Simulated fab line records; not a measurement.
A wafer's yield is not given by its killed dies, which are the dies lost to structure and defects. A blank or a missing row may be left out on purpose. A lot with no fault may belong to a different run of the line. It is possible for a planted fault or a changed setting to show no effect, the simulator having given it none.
fab line records | flow ritCmos
record lots=5 wafers=15 lastDay=6
route steps=202 shown ACTIVE@15 FOX1@20 FOX2@23 NWELL@28
lots untouched by any fault: they come from a run of this same line in which no faults occurred
startH: start of the lot's first displayed wafer, in hours after the record's first day | waitH: how many hours have passed since the lot's step before this one | " identical to the entry in the row above | L1.1+2: a row that stands for several wafers | - no value, or no start was given | * or withheld: withheld | < > ~ a bound
route shown NAME@n: a module of which the file shows steps, and the number in the route of the first | usual: mean/standard deviation of fault-free wafers | same: alike in all rows | chamber/n: place in a boat | sites: each site's reading | _std_site: the values' standard deviation | _edge_site: the outer-site mean with the inner-site mean subtracted | radiusMm: how far each site lies from the wafer's centre | mask NAME#n: copy n | behind: the most recent tool/chamber to have shaped the wafer | hold: reason for holding the lot/hours on hold/outcome of the hold | device: the transistor (n, p or np) that didn't switch | end of line: the same wafers' tests at the end of the route | a step given without rows: its recipe and nothing more | killed: count of dies lost to structure and defects at first sort (not the wafer's yield) | map: the dies of a wafer, with x for killed, . for not killed, _ for no die there
set.NAME: the setting that was run; set.NAME@STEP: the one run at that earlier step | model.NAME: the simulator's own value behind a step, which no gauge read
lots at selected steps of the route; one table per step, one row per wafer
services: when a tool's chamber went out of use (startH, in hours from the record's first day, below 0 if earlier), for how many hours, and the reason
## steps
# step RIT_ACTIVE_STRIP_14
# recipe chemistry=O2 timeS=180 resist=NOVOLAK platenTempC=withheld powerW=500 pressureMtorr=4000 o2FlowSccm=4000
# usual drypumpMotorCurrentA=5.7/0.46 o2FlowSccm=4002/12 rfReflPowerW=6.2/1.7
# same timeS=180
# columns lot.wafer tool chamber startH waitH drypumpMotorCurrentA o2FlowSccm rfHoursCounterH rfReflPowerW
L078.2 plasmaAsher-04 0 34.84 0.1 5.3 4003 39 5.5
L078.3 " 1 " " 6.1 4009 - 4.1
L078.6 " 0 " " 5.2 3995 - 5.6
L081.2 plasmaAsher-02 1 50.77 0.1 5.2 4023 43 9.3
L081.3 " 0 " " 6.2 4006 - 5.6
L081.6 " 0 " " 6.2 3994 - 6.1
L088.1 plasmaAsher-02 1 85.08 0.1 5.2 4007 47 9.4
L088.2 " 0 " " 6.2 4000 47 5.6
L088.3 " 1 " " 5.3 4013 - 9.4
L092.1 plasmaAsher-02 1 106.36 0.1 5.3 3992 49 9.7
L092.3 " 0 " " 6.2 4007 - 5.4
L092.4 " 1 " " 5.3 3997 - 9.3
L093.1 plasmaAsher-01 0 110.05 0.1 6.1 4014 50 6.1
L093.2 " 1 " " 5.1 3999 50 6.1
L093.3 " 0 " " 6.2 3996 - 6.2
# step RIT_ACTIVE_CD_MEAS_90
# recipe targetCdNm=1400
# usual cdNm=1400.7/2.3
# columns lot.wafer tool chamber startH waitH cdNm
L078.2 cdSem-01 - 35.04 0.1 1402.1
L078.3 " - " " 1401.7
L078.6 " - " " 1402.1
L081.2 cdSem-02 - 50.97 0.1 1398.8
L081.3 " - " " 1398.4
L081.6 " - " " 1398.6
L088.1 cdSem-01 - 85.26 0.1 1400.7
L088.2 " - " " 1400.4
L088.3 " - " " 1401.0
L092.1 cdSem-01 - 106.54 0.1 1398.4
L092.3 " - " " 1399.3
L092.4 " - " " 1399.1
L093.1 cdSem-02 - 110.22 0.1 1397.6
L093.2 " - " " 1398.6
L093.3 " - " " 1398.7
# step RIT_ACTIVE_CLEAN_15
# recipe chemistry=SC1 mix=3:3:50 timeS=600 tempC=75
# usual bathGuardTempC=75.1/0.39
# same timeS=600
# columns lot.wafer tool chamber startH waitH bathGuardTempC
L078.2 wetBench-02 2 35.14 0.1 74.9
L078.3 " 2 " " 74.9
L078.6 " 2 " " 75.0
L081.2 wetBench-02 2 51.07 0.1 75.0
L081.3 " 2 " " 75.2
L081.6 " 2 " " 75.1
L088.1 wetBench-01 0 85.38 0.1 75.2
L088.2 " 0 " " 75.3
L088.3 " 0 " " 74.7
L092.1 wetBench-02 0 106.66 0.1 74.8
L092.3 " 0 " " 74.8
L092.4 " 0 " " 75.1
L093.1 wetBench-02 2 110.34 0.1 75.3
L093.2 " 2 " " 75.1
L093.3 " 2 " " 75.1
# step RIT_ACTIVE_CLEAN_16
# recipe chemistry=dHF dilution=50:1 timeS=30
# same timeS=30
# columns lot.wafer tool chamber startH waitH
L078.2+3+6 wetBench-04 2 35.33 0.0
L081.2+3+6 wetBench-01 3 51.27 0.0
L088.1+2+3 wetBench-02 2 85.55 0.0
L092.1+3+4 wetBench-04 0 106.83 0.0
L093.1+2+3 wetBench-01 0 110.52 0.0
# step RIT_ACTIVE_CLEAN_17
# recipe chemistry=SC2 mix=3:3:50 timeS=600 tempC=75 dry=n2Spin
# usual bathGuardTempC=74.9/0.55
# same timeS=600
# columns lot.wafer tool chamber startH waitH bathGuardTempC
L078.2 wetBench-02 0 35.35 0.0 75.2
L078.3 " 0 " " 74.8
L078.6 " 0 " " 74.9
L081.2 wetBench-04 2 51.29 0.0 75.4
L081.3 " 2 " " 75.5
L081.6 " 2 " " 75.7
L088.1 wetBench-04 3 85.57 0.0 74.3
L088.2 " 3 " " 74.6
L088.3 " 3 " " 74.5
L092.1 wetBench-01 0 106.85 0.0 75.0
L092.3 " 0 " " 75.1
L092.4 " 0 " " 75.4
L093.1 wetBench-04 0 110.53 0.0 74.1
L093.2 " 0 " " 74.0
L093.3 " 0 " " 74.3
# step RIT_FOX1_OXIDATION_00
# recipe tempC=1100 ambient=H2O targetThkA=3507 pH2oTorr=720 oxTimeS=1130
# usual tube_center_temp_C_max=1102.8/0.45
# columns lot.wafer tool chamber startH waitH tube_center_temp_C_max
L078.2 furnace-04 0 37.00 1.5 1103.3
L078.3 " 0 " " 1102.8
L078.6 " 0 " " 1103.3
L081.2 furnace-01 0 51.48 0.0 1102.8
L081.3 " 0 " " 1102.7
L081.6 " 0 " " 1102.8
L088.1 furnace-01 0 86.37 0.4 1102.6
L088.2 " 0 " " 1103.6
L088.3 " 0 " " 1103.2
L092.1 furnace-04 0 107.98 0.9 1102.2
L092.3 " 0 " " 1104.5
L092.4 " 0 " " 1102.5
L093.1 furnace-04 0 111.94 1.2 1102.8
L093.2 " 0 " " 1104.2
L093.3 " 0 " " 1102.9
# step RIT_FOX1_THK_MEAS_01
# recipe reads=SiO2_of_FOX1_OXIDATION_00
# usual FOX1_OXIDE_THK=347/7.1
# columns lot.wafer tool chamber startH waitH FOX1_OXIDE_THK[nm]
L078.2 filmMetro-03 - 38.33 0.0 354
L078.3 " - " " 351
L078.6 " - " " 347
L081.2 filmMetro-03 - 52.81 0.0 336
L081.3 " - " " 341
L081.6 " - " " 337
L088.1 filmMetro-01 - 87.68 0.0 344
L088.2 " - " " 346
L088.3 " - " " 348
L092.1 filmMetro-03 - 109.30 0.0 350
L092.3 " - " " 349
L092.4 " - " " 352
L093.1 filmMetro-02 - 113.25 0.0 348
L093.2 " - " " 342
L093.3 " - " " 343
# step RIT_FOX1_WET_ETCH_02
# recipe chemistry=BOE targetDepthNm=350 timeS=390 tempC=21.5 dry=n2Spin dilution=10:1 target=SiO2
# same timeS=390
# columns lot.wafer tool chamber startH waitH
L078.2+3+6 wetBench-04 0 38.38 0.0
L081.2+3+6 wetBench-03 3 52.86 0.0
L088.1+2+3 wetBench-03 1 87.74 0.1
L092.1+3+4 wetBench-02 2 109.36 0.1
L093.1+2+3 wetBench-02 0 113.31 0.1
# step RIT_FOX2_OXIDATION_00
# recipe tempC=1100 ambient=H2O targetThkA=3507 pH2oTorr=720 oxTimeS=1130
# usual tube_center_temp_C_max=1102.8/0.42
# columns lot.wafer tool chamber startH waitH tube_center_temp_C_max
L078.2 furnace-04 0 38.49 0.0 1102.6
L078.3 " 0 " " 1103.8
L078.6 " 0 " " 1102.9
L081.2 furnace-01 0 53.11 0.0 1103.3
L081.3 " 0 " " 1103.2
L081.6 " 0 " " 1102.8
L088.1 furnace-01 0 87.86 0.0 1102.8
L088.2 " 0 " " 1103.2
L088.3 " 0 " " 1102.7
L092.1 furnace-04 0 110.37 0.9 1103.1
L092.3 " 0 " " 1102.3
L092.4 " 0 " " 1102.2
L093.1 furnace-04 0 113.43 0.0 1102.4
L093.2 " 0 " " 1103.3
L093.3 " 0 " " 1103.2
# step RIT_FOX2_THK_MEAS_01
# recipe reads=SiO2_of_FOX2_OXIDATION_00
# usual FOX2_OXIDE_THK=349/7.8
# columns lot.wafer tool chamber startH waitH FOX2_OXIDE_THK[nm]
L078.2 filmMetro-02 - 39.82 0.0 358
L078.3 " - " " 366
L078.6 " - " " 365
L081.2 filmMetro-03 - 54.43 0.0 342
L081.3 " - " " 333
L081.6 " - " " 342
L088.1 filmMetro-02 - 89.17 0.0 339
L088.2 " - " " 349
L088.3 " - " " 342
L092.1 filmMetro-03 - 111.69 0.0 352
L092.3 " - " " 348
L092.4 " - " " 347
L093.1 filmMetro-02 - 114.78 0.0 347
L093.2 " - " " 348
L093.3 " - " " 348
# step RIT_FOX2_CLEAN_02
# recipe chemistry=dHF dilution=50:1 timeS=180
# same timeS=180
# columns lot.wafer tool chamber startH waitH
L078.2+3+6 wetBench-01 0 39.87 0.0
L081.2+3+6 wetBench-03 2 54.48 0.0
L088.1+2+3 wetBench-03 3 89.23 0.1
L092.1+3+4 wetBench-01 1 111.75 0.1
L093.1+2+3 wetBench-04 3 114.84 0.1
# step RIT_FOX2_WET_ETCH_03
# recipe chemistry=H3PO4 target=Si3N4 targetDepthNm=195 tempC=165 timeS=2700
# usual bathGuardTempC=164.9/0.43
# same timeS=2700
# columns lot.wafer tool chamber startH waitH bathGuardTempC
L078.2 wetBench-04 3 39.93 0.0 164.2
L078.3 " 3 " " 164.3
L078.6 " 3 " " 164.6
L081.2 wetBench-01 2 54.61 0.0 165.0
L081.3 " 2 " " 165.3
L081.6 " 2 " " 165.6
L088.1 wetBench-01 2 89.29 0.0 165.2
L088.2 " 2 " " 165.6
L088.3 " 2 " " 165.1
L092.1 wetBench-03 3 111.81 0.0 165.3
L092.3 " 3 " " 164.7
L092.4 " 3 " " 164.6
L093.1 wetBench-01 2 114.91 0.0 165.2
L093.2 " 2 " " 165.3
L093.3 " 2 " " 165.5
# step RIT_FOX2_THK_MEAS_90
# recipe reads=SiO2_of_FOX2_OXIDATION_00
# usual FIELD_OXIDE_LEFT_1_THK=322/7.9
# columns lot.wafer tool chamber startH waitH FIELD_OXIDE_LEFT_1_THK[nm]
L078.2 filmMetro-02 - 40.70 0.0 331
L078.3 " - " " 338
L078.6 " - " " 337
L081.2 filmMetro-03 - 55.38 0.0 314
L081.3 " - " " 306
L081.6 " - " " 315
L088.1 filmMetro-02 - 90.05 0.0 312
L088.2 " - " " 322
L088.3 " - " " 315
L092.1 filmMetro-03 - 113.33 0.0 324
L092.3 " - " " 320
L092.4 " - " " 320
L093.1 filmMetro-02 - 115.82 0.0 319
L093.2 " - " " 320
L093.3 " - " " 321
# step RIT_NWELL_HMDS_00
# recipe primeTimeS=60 primeTempC=140
# columns lot.wafer tool chamber startH waitH
L078.2+3+6 lithoTrack-03 0 40.77 0.1
L081.2+3+6 lithoTrack-03 0 55.45 0.1
L088.1+2+3 lithoTrack-03 0 90.11 0.1
L092.1+3+4 lithoTrack-02 0 113.39 0.1
L093.1+2+3 lithoTrack-01 0 115.96 0.1
# step RIT_NWELL_COAT_01
# recipe resist=NOVOLAK spinRpm=2000 resistThkNm=1300
# columns lot.wafer tool chamber startH waitH
L078.2+3+6 lithoTrack-03 0 40.92 0.1
L081.2+3+6 lithoTrack-03 0 55.60 0.1
L088.1+2+3 lithoTrack-03 0 90.26 0.1
L092.1+3+4 lithoTrack-02 0 113.54 0.1
L093.1+2+3 lithoTrack-01 0 116.11 0.1
# step RIT_NWELL_SOFTBAKE_02
# recipe resist=NOVOLAK tempC=90 timeS=60
# usual plateTempC=90.00/0.1
# same timeS=60
# columns lot.wafer tool chamber startH waitH plateTempC
L078.2 lithoTrack-03 0 41.07 0.1 89.91
L078.3 " 0 " " 89.89
L078.6 " 0 " " 89.75
L081.2 lithoTrack-03 0 55.75 0.1 89.99
L081.3 " 0 " " 89.94
L081.6 " 0 " " 89.97
L088.1 lithoTrack-03 0 90.41 0.1 89.98
L088.2 " 0 " " 90.00
L088.3 " 0 " " 90.09
L092.1 lithoTrack-02 0 113.69 0.1 89.89
L092.3 " 0 " " 89.89
L092.4 " 0 " " 89.98
L093.1 lithoTrack-01 0 116.26 0.1 89.96
L093.2 " 0 " " 89.97
L093.3 " 0 " " 90.17
# step RIT_NWELL_EXPOSE_03
# recipe maskId=M2 na=0.57 targetCdNm=43900 doseMj=250
# columns lot.wafer tool chamber startH waitH mask
L078.2+3+6 ilineStepper-01 0 41.34 0.2 M2#0
L081.2+3+6 ilineStepper-02 0 56.02 0.2 M2#0
L088.1+2+3 ilineStepper-02 0 90.56 0.1 M2#0
L092.1+3+4 ilineStepper-02 0 113.96 0.2 M2#0
L093.1+2+3 ilineStepper-01 0 116.54 0.2 M2#0
# step RIT_NWELL_PEB_04
# recipe resist=NOVOLAK tempC=withheld timeS=withheld
# columns lot.wafer tool chamber startH waitH
L078.2+3+6 lithoTrack-01 0 41.46 0.1
L081.2+3+6 lithoTrack-03 0 56.15 0.1
L088.1+2+3 lithoTrack-01 0 90.68 0.1
L092.1+3+4 lithoTrack-03 0 114.08 0.1
L093.1+2+3 lithoTrack-02 0 116.65 0.1
# step RIT_NWELL_DEVELOP_05
# recipe resist=NOVOLAK developTimeS=68 devTempC=23
# same developTimeS=68
# columns lot.wafer tool chamber startH waitH
L078.2+3+6 lithoTrack-01 0 - -
L081.2+3+6 lithoTrack-03 0 - -
L088.1+2+3 lithoTrack-01 0 - -
L092.1+3+4 lithoTrack-03 0 - -
L093.1+2+3 lithoTrack-02 0 - -
# step RIT_NWELL_OVL_MEAS_06
# usual NWELL_OVL=0.0/1.4
# columns lot.wafer tool chamber startH waitH NWELL_OVL[nm]
L078.2 overlay-02 - 41.76 - -0.3
L078.3 " - " " 1.3
L078.6 " - " " 2.1
L081.2 overlay-01 - 56.44 - 0.0
L081.3 " - " " -1.4
L081.6 " - " " 0.6
L088.1 overlay-02 - 90.99 - 1.3
L088.2 " - " " 0.5
L088.3 " - " " -0.6
L092.1 overlay-01 - 114.39 - -1.2
L092.3 " - " " -1.9
L092.4 " - " " 0.1
L093.1 overlay-02 - 116.97 - 2.0
L093.2 " - " " 0.6
L093.3 " - " " 2.2
# step RIT_NWELL_HARDBAKE_07
# recipe resist=NOVOLAK tempC=140 timeS=120
# usual plateTempC=140.01/0.14
# same timeS=120
# columns lot.wafer tool chamber startH waitH plateTempC
L078.2 lithoTrack-01 0 41.83 0.1 140.15
L078.3 " 0 " " 139.98
L078.6 " 0 " " 140.02
L081.2 lithoTrack-03 0 56.51 0.1 139.87
L081.3 " 0 " " 140.23
L081.6 " 0 " " 139.80
L088.1 lithoTrack-02 0 91.03 0.0 139.81
L088.2 " 0 " " 140.01
L088.3 " 0 " " 140.05
L092.1 lithoTrack-01 0 114.43 0.0 139.89
L092.3 " 0 " " 140.09
L092.4 " 0 " " 139.95
L093.1 lithoTrack-02 0 117.00 0.0 140.15
L093.2 " 0 " " 140.22
L093.3 " 0 " " 139.99
# step RIT_NWELL_IMPLANT_08
# recipe species=P energyKev=170 doseCm2=5e+13 tiltDeg=7
# usual beamOnS=10.00/0.2 endStationPressureTorr=5.12e-06/2.9e-07
# columns lot.wafer tool chamber startH waitH beamOnS endStationPressureTorr
L078.2 implanter-03 0 42.06 0.2 9.71 5e-06
L078.3 " 0 " " 9.84 4.82e-06
L078.6 " 0 " " 10.10 4.94e-06
L081.2 implanter-03 0 56.75 0.2 10.41 4.95e-06
L081.3 " 0 " " 10.04 5.23e-06
L081.6 " 0 " " 10.16 5.05e-06
L088.1 implanter-03 0 91.28 0.2 10.20 5.28e-06
L088.2 " 0 " " 10.11 4.98e-06
L088.3 " 0 " " 10.01 4.9e-06
L092.1 implanter-03 0 114.68 0.2 10.43 4.78e-06
L092.3 " 0 " " 9.93 5.59e-06
L092.4 " 0 " " 10.16 5e-06
L093.1 implanter-04 0 117.25 0.2 9.67 5.16e-06
L093.2 " 0 " " 10.03 5.31e-06
L093.3 " 0 " " 10.31 5.15e-06
# step RIT_NWELL_STRIP_09
# recipe chemistry=O2 timeS=180 resist=NOVOLAK platenTempC=withheld powerW=500 pressureMtorr=4000 o2FlowSccm=4000
# usual drypumpMotorCurrentA=5.5/0.45 o2FlowSccm=4002/12 rfReflPowerW=6.7/1.6
# same timeS=180
# columns lot.wafer tool chamber startH waitH drypumpMotorCurrentA o2FlowSccm rfHoursCounterH rfReflPowerW
L078.2 plasmaAsher-01 1 42.19 0.1 5.1 3985 43 6.3
L078.3 " 1 " " 5.1 3992 - 6.2
L078.6 " 1 " " 5.1 4008 - 6.2
L081.2 plasmaAsher-01 1 56.87 0.1 5.1 4008 45 6.2
L081.3 " 1 " " 5.1 3993 - 6.1
L081.6 " 1 " " 5.1 4019 - 6.4
L088.1 plasmaAsher-01 0 91.43 0.1 6.1 4016 48 6.0
L088.2 " 1 " " 5.1 4018 48 6.3
L088.3 " 1 " " 5.1 4010 - 6.3
L092.1 plasmaAsher-03 1 114.83 0.1 5.4 4000 27 4.9
L092.3 " 1 " " 5.4 4005 - 5.0
L092.4 " 0 " " 5.2 3993 - 7.9
L093.1 plasmaAsher-01 1 117.40 0.1 5.1 4010 51 6.4
L093.2 " 0 " " 6.1 4016 51 6.1
L093.3 " 0 " " 6.1 4013 - 6.0
## services
# columns tool chamber startH hours kind
wetBench-01 - 20.44 3.0 repair
furnace-04 - 34.39 2.6 pm
implanter-03 - 35.90 3.8 pm
ilineStepper-01 - 35.95 1.7 pm
implanter-04 - 36.35 3.1 pm
ilineStepper-02 0 58.50 - calibration
furnace-01 - 59.51 4.3 pm
plasmaAsher-04 - 66.74 3.4 repair
ilineStepper-01 - 90.75 4.4 pm
ilineStepper-02 - 97.09 1.7 pm
implanter-04 - 107.55 4.1 repair
plasmaAsher-03 - 107.98 6.8 repair
plasmaAsher-02 - 108.75 9.0 pm
plasmaAsher-02 0 108.75 9.0 ventCycle
plasmaAsher-02 1 108.75 9.0 ventCycle
wetBench-04 - 112.44 2.1 repair
## key
fault none
